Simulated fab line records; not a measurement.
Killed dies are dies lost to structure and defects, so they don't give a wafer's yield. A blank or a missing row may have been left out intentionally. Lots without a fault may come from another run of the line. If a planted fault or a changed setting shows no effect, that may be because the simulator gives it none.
A lot that was struck, set against a sound lot ; flow rit cmos ; 15 out of 202 route steps
Sound: these wafers, L905.2, L905.4, L905.5. Struck: wafers L921.3, L921.5. (L921.1 of the same lot was not struck and is left out.) The cause comes at the end.
Order at every step that has rows: each side's tool, ch and its chambers, its first start. Under that, the readings that differ: sound wafers ; struck wafers ; difference of the means ; sigmas: that difference in standard deviations of wafers without a fault.
alike: words and numbers the same on both sides, and readings whose means are apart by under 2 such deviations; not compared: readings that were withheld, readings missing a value for some wafer, numbers with overlapping values and no deviation given by the record, and bounds like >300 which may hide the same value.
The two part at a step that has a row with sigmas, a row that says differs or no value, or rows on one side only. When numbers do not overlap yet have no deviation, they are printed without sigmas and do not part them. A reading missing from all wafers of one side parts the sides only when that side holds two or more wafers.

first, 2 steps without rows for these wafers: RIT_REOX_CLEAN_02 (cleans in SC2, time 600 s); RIT_REOX_OXIDATION_03 (target thk 25.2 nm, ox time 5580 s).
RIT_REOX_THK_MEAS_04:
  sound on film metro-01 at day 2 20:41; struck on film metro-04 at day 6 06:31
  alike: REOX_OXIDE_THK
then, 6 steps without rows for these wafers: RIT_NLDD_HMDS_00 (prime time 60 s); RIT_NLDD_COAT_01 (resist thk 1000 nm); RIT_NLDD_SOFTBAKE_02 (time 60 s); RIT_NLDD_EXPOSE_03 (exposes mask M7, target cd 40700 nm); RIT_NLDD_PEB_04; RIT_NLDD_DEVELOP_05 (develop time 50 s).
RIT_NLDD_OVL_MEAS_06:
  sound on overlay-01 at day 2 21:43; struck on overlay-02 at day 6 07:34
reading;sound;struck;difference;sigmas
NLDD_OVL (nm);-2.5 -1.7 0.5;2.5 1.1;+3.0;+2
then, 2 steps without rows for these wafers: RIT_NLDD_HARDBAKE_07 (time 60 s); RIT_NLDD_IMPLANT_08.
RIT_NLDD_STRIP_09: strips in O2, time 180 s.
  sound on plasma asher-03 ch 0,1, day 2 22:03; struck on plasma asher-02 ch 1, day 6 07:54
reading;sound;struck;difference;sigmas
chamber pressure mTorr (mTorr);3996 3999 3994;1999 2003;-1995;-99 or more
  alike: drypump motor current A
  not compared: rf hours counter h
RIT_NLDD_TW_MEAS_10:
  sound on film metro-01 at day 2 22:14; struck on film metro-03 at day 6 08:04
  alike: NLDD_TW
RIT_M1_PROBE_99:
  sound on prober-02 at day 3 13:34; struck on prober-02 at day 7 03:07
  alike: killed at contacts, killed at front end, killed dies, killed open, killed short

== WHERE THEY PART ==
Last at RIT_NLDD_STRIP_09 as far as this record goes, first at RIT_NLDD_OVL_MEAS_06. Later steps at which nothing parts them and some readings are alike: RIT_NLDD_TW_MEAS_10, RIT_M1_PROBE_99.

WHY: the cause the simulator had injected
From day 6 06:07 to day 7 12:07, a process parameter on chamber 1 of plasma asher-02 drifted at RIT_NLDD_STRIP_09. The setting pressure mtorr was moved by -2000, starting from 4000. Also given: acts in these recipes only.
